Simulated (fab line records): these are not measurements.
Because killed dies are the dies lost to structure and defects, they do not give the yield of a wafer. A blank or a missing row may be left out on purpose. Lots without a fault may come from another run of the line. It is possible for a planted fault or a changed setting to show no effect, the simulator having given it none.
Lot-split experiment :: flow berkeley_cmos170 :: on a route of 331 steps: 5 lots, 23 wafers read

## THE SPLIT ITSELF
At UCB170_SILICIDE_SPUTTER_01 (material Ti, target thk 30 nm, time 25 s), the setting power_w was moved away from the recipe's 1500 W on 5 of the 23 wafers read, by -10.3% to -6.4%. For the rest of the wafers, this setting stayed at what the recipe calls for.

## BETWEEN THE SPLIT AND THE READING: the file shows 1 step in between
- UCB170_SILICIDE_RS_MEAS_02: measures by four-point-probe

## THE READING
SILICIDE_TI_THK, in nm, at UCB170_SILICIDE_THK_MEAS_03 (measures by xrf). Typical for fault-free wafers on this fab line: 30.1 nm, with standard deviation 0.46 nm.

wafer: L075.1
tool, chamber at the split: pvd_sputter-01, -
power_w as run, W: 1500
against the recipe: recipe
SILICIDE_TI_THK, nm: 30.6
against lot-mates on the recipe: -

wafer: L075.2
tool, chamber at the split: pvd_sputter-01, -
power_w as run, W: 1500
against the recipe: recipe
SILICIDE_TI_THK, nm: 30.1
against lot-mates on the recipe: -

wafer: L075.3
tool, chamber at the split: pvd_sputter-01, -
power_w as run, W: 1500
against the recipe: recipe
SILICIDE_TI_THK, nm: 30.7
against lot-mates on the recipe: -

wafer: L075.5
tool, chamber at the split: pvd_sputter-01, -
power_w as run, W: 1500
against the recipe: recipe
SILICIDE_TI_THK, nm: 30.4
against lot-mates on the recipe: -

wafer: L075.6
tool, chamber at the split: pvd_sputter-01, -
power_w as run, W: 1500
against the recipe: recipe
SILICIDE_TI_THK, nm: 30.3
against lot-mates on the recipe: -

wafer: L077.2
tool, chamber at the split: pvd_sputter-03, -
power_w as run, W: 1404
against the recipe: -6.4%
SILICIDE_TI_THK, nm: 27.1
against lot-mates on the recipe: -2.5

wafer: L077.3
tool, chamber at the split: pvd_sputter-03, -
power_w as run, W: 1500
against the recipe: recipe
SILICIDE_TI_THK, nm: 29.7
against lot-mates on the recipe: -

wafer: L077.4
tool, chamber at the split: pvd_sputter-03, -
power_w as run, W: 1404
against the recipe: -6.4%
SILICIDE_TI_THK, nm: 27.4
against lot-mates on the recipe: -2.2

wafer: L077.5
tool, chamber at the split: pvd_sputter-03, -
power_w as run, W: 1404
against the recipe: -6.4%
SILICIDE_TI_THK, nm: 27.7
against lot-mates on the recipe: -1.9

wafer: L077.6
tool, chamber at the split: pvd_sputter-03, -
power_w as run, W: 1500
against the recipe: recipe
SILICIDE_TI_THK, nm: 29.5
against lot-mates on the recipe: -

wafer: L076.1
tool, chamber at the split: pvd_sputter-04, -
power_w as run, W: 1500
against the recipe: recipe
SILICIDE_TI_THK, nm: 30.5
against lot-mates on the recipe: -

wafer: L076.3
tool, chamber at the split: pvd_sputter-04, -
power_w as run, W: 1500
against the recipe: recipe
SILICIDE_TI_THK, nm: 30.3
against lot-mates on the recipe: -

wafer: L076.4
tool, chamber at the split: pvd_sputter-04, -
power_w as run, W: 1500
against the recipe: recipe
SILICIDE_TI_THK, nm: 30.3
against lot-mates on the recipe: -

wafer: L076.5
tool, chamber at the split: pvd_sputter-04, -
power_w as run, W: 1500
against the recipe: recipe
SILICIDE_TI_THK, nm: 30.1
against lot-mates on the recipe: -

wafer: L076.6
tool, chamber at the split: pvd_sputter-04, -
power_w as run, W: 1500
against the recipe: recipe
SILICIDE_TI_THK, nm: 30.5
against lot-mates on the recipe: -

wafer: L079.1
tool, chamber at the split: pvd_sputter-03, -
power_w as run, W: 1500
against the recipe: recipe
SILICIDE_TI_THK, nm: 29.8
against lot-mates on the recipe: -

wafer: L079.2
tool, chamber at the split: pvd_sputter-03, -
power_w as run, W: 1346
against the recipe: -10.3%
SILICIDE_TI_THK, nm: 27.4
against lot-mates on the recipe: -2.8

wafer: L079.3
tool, chamber at the split: pvd_sputter-03, -
power_w as run, W: 1346
against the recipe: -10.3%
SILICIDE_TI_THK, nm: 27.6
against lot-mates on the recipe: -2.6

wafer: L079.5
tool, chamber at the split: pvd_sputter-03, -
power_w as run, W: 1500
against the recipe: recipe
SILICIDE_TI_THK, nm: 30.1
against lot-mates on the recipe: -

wafer: L079.6
tool, chamber at the split: pvd_sputter-03, -
power_w as run, W: 1500
against the recipe: recipe
SILICIDE_TI_THK, nm: 30.7
against lot-mates on the recipe: -

wafer: L084.1
tool, chamber at the split: pvd_sputter-01, -
power_w as run, W: 1500
against the recipe: recipe
SILICIDE_TI_THK, nm: 29.5
against lot-mates on the recipe: -

wafer: L084.3
tool, chamber at the split: pvd_sputter-01, -
power_w as run, W: 1500
against the recipe: recipe
SILICIDE_TI_THK, nm: 29.2
against lot-mates on the recipe: -

wafer: L084.6
tool, chamber at the split: pvd_sputter-01, -
power_w as run, W: 1500
against the recipe: recipe
SILICIDE_TI_THK, nm: 29.8
against lot-mates on the recipe: -

FIT RESULTS
A straight line over all 23 wafers: SILICIDE_TI_THK changes by +0.312 nm for each +1% of power_w; r = +0.90; the points scatter about the line by 0.52 nm.
The same after taking each lot's own level away (the mean of its wafers on the recipe; 23 wafers): +0.29 nm for each +1%; r = +0.96; scatter 0.28 nm.
Per that fit: largest power_w move, reading shift of 3 nm.
From 29.50 to 30.42 nm: that is the span of the lots' own levels, equal to 2.0 times the standard deviation above.
The two slopes are in agreement: the lot-to-lot level therefore moves the slope only a little.
Check: for one of the wafers moved furthest among these (-10.3%), held out of the fit, the line's prediction against its lot-mates is -3.09 nm. Against them it came out at -2.8 nm.

## THESE WAFERS: OTHER SPLITS
Before the reading, these wafers also passed through other splits. Each is held against what the fit with the lots' levels taken away leaves over:
other split on the same wafers: UCB170_NSD_IMPLANT_08 dose_cm2
wafers away from the commonest value: 7
r with SILICIDE_TI_THK (lot level and that fit taken away): +0.03

## THE WHOLE CHAIN: every reading that the file lists as answering this split, in the file's order
step: UCB170_SILICIDE_SPUTTER_01
what it does: material Ti, target thk 30 nm, time 25 s
reading: Ti_of_SILICIDE_SPUTTER_01.thk_nm (the simulator's own value, which no gauge read)
change (the file's fit): +0.278 nm for each +1% of the setting
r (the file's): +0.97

step: UCB170_SILICIDE_RS_MEAS_02
what it does: measures by four-point-probe
reading: SILICIDE_TI_RS
change (the file's fit): -0.321 for each +1% of the setting
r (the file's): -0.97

step: UCB170_SILICIDE_THK_MEAS_03
what it does: measures by xrf
reading: SILICIDE_TI_THK
change (the file's fit): +0.284 for each +1% of the setting
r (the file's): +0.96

## THE FILE'S OWN FIT
SILICIDE_TI_THK changes by +0.284 nm for each +1% of power_w, r = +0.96.
